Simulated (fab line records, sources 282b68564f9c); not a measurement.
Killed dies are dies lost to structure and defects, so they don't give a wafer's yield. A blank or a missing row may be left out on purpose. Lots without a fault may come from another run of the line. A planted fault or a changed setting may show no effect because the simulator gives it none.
Split-lot experiment | flow rit_cmos | 5 lots, 14 wafers read, on a route of 202 steps

THE SPLIT
At RIT_M1_METAL_ETCH_12 (etches Al in Cl2/BCl3, stops on SiO2, time 165 s, target depth 600 nm), the setting time_s was moved away from the recipe's 165 s on 5 of the 14 wafers read, by -14.8% to +13.0%. The other wafers ran this setting at the recipe's value.

The reading is taken at the split's own step.

THE READING
NOVOLAK_of_M1_COAT_04.thk_nm (the simulator's own value, which no gauge read), in nm, at RIT_M1_METAL_ETCH_12 (etches Al in Cl2/BCl3, stops on SiO2, time 165 s, target depth 600 nm). The file gives no usual value for it. The 9 wafers here that ran the recipe average 805.2 nm, standard deviation 5.6 nm.

wafer  | tool, chamber at the split | time_s as run, s | against the recipe | NOVOLAK_of_M1_COAT_04.thk_nm, nm | against lot-mates on the recipe
L074.1 | rie_metal-04, 1            | 165              | recipe             | 812.4                            | -
L074.4 | rie_metal-04, 1            | 165              | recipe             | 809.9                            | -
L074.5 | rie_metal-04, 1            | 165              | recipe             | 811.7                            | -
L076.4 | rie_metal-02, 0            | 146.4            | -11.3%             | 844.1                            | +38.0
L076.5 | rie_metal-02, 0            | 165              | recipe             | 806.1                            | -
L077.1 | rie_metal-04, 1            | 165              | recipe             | 799.7                            | -
L077.3 | rie_metal-04, 1            | 165              | recipe             | 802.4                            | -
L077.4 | rie_metal-04, 0            | 182.6            | +10.7%             | 761.4                            | -39.8
L077.5 | rie_metal-04, 1            | 165              | recipe             | 801.5                            | -
L077.6 | rie_metal-04, 0            | 182.6            | +10.7%             | 760.4                            | -40.8
L081.2 | rie_metal-03, 0            | 165              | recipe             | 794.9                            | -
L081.6 | rie_metal-03, 1            | 140.6            | -14.8%             | 848.4                            | +53.5
L083.1 | rie_metal-04, 0            | 186.5            | +13.0%             | 760.9                            | -47.1
L083.3 | rie_metal-04, 1            | 165              | recipe             | 808                              | -

THE FIT
A straight line over all 14 wafers: NOVOLAK_of_M1_COAT_04.thk_nm changes by -3.48 nm for each +1% of time_s; r = -0.98; the points scatter about the line by 5.9 nm.
The same after taking each lot's own level away (the mean of its wafers on the recipe; 14 wafers): -3.62 nm for each +1%; r = -1.00; scatter 1.2 nm.
On that fit, the largest move of time_s shifts the reading by 54 nm.
The lots' own levels span 794.90 to 811.33 nm, that is 2.9 times the standard deviation above.
So the lot-to-lot level changes the slope little: the two slopes agree.
Check: with one of the wafers moved furthest among these (-14.8%) left out of the fit, the line predicts +52.8 nm for it against its lot-mates. It came out at +53.5 nm against them.

THE FILE'S OWN FIT
NOVOLAK_of_M1_COAT_04.thk_nm changes by -3.63 nm for each +1% of time_s, r = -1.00.
